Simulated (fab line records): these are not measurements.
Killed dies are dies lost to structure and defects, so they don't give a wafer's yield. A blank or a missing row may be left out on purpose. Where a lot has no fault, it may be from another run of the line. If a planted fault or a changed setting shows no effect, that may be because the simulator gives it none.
Which tool was responsible? ; flow berkeley_cmos170 ; 7 lots with 21 wafers sampled at 2 steps, on a route of 331 steps

== WHAT EACH GAUGE READ, for each wafer ==
UCB170_V1_BOW_MEAS_03.
lot;measured;on;V1_BOW (um)
L723;day 8 15:23;film_metro-04;23 22 25
L725;day 8 15:08;film_metro-02;25 14 17
L728;day 10 04:40;film_metro-02;21 20 38
L733;day 10 11:16;film_metro-02;24 16 20
L737;day 12 04:18;film_metro-04;18 7 11
L743;day 13 04:23;film_metro-01;18 15 15
L745;day 13 13:14;film_metro-04;16 11 19

== EACH LOT AND THE TOOL THAT RAN IT (in order: tool; ch and the chambers of the sampled wafers; start) ==
lot;UCB170_V1_CVD_00
L723;pecvd-02 ch 0,1,2, day 8 14:34
L725;pecvd-01 ch 0,2, day 8 14:34
L728;pecvd-03 ch 0,1, day 10 04:08
L733;pecvd-01 ch 1,2, day 10 10:44
L737;pecvd-01 ch 1,2, day 12 03:45
L743;pecvd-01 ch 0,1,2, day 13 03:52
L745;pecvd-03 ch 0,2, day 13 12:44
- UCB170_V1_CVD_00: deposits SiO2 from TEOS/O2, target thk 2000 nm, time 250 s.

== THE ANSWER, worked out from the rows above alone ==
Rule: what is usual is taken from the lots themselves. Put in order of their means at a reading, lots are off if they are a third of the lots or fewer, leave a main group of 4 or more, and stand apart from it by a gap of 3 or more times the standard deviation of the main group's means; of several such gaps the widest counts. The tables above print the reading to a certain number of digits; a main group whose means all agree to those digits is not used. A lot without any number at a reading at which 4 lots or more have one is off too. Where the step has rows for the other lots, those lots are counted as sound.
No lot is off on any of the readings shown, so nothing can be concluded from this.

== WHAT THE SIMULATOR PUT IN ==
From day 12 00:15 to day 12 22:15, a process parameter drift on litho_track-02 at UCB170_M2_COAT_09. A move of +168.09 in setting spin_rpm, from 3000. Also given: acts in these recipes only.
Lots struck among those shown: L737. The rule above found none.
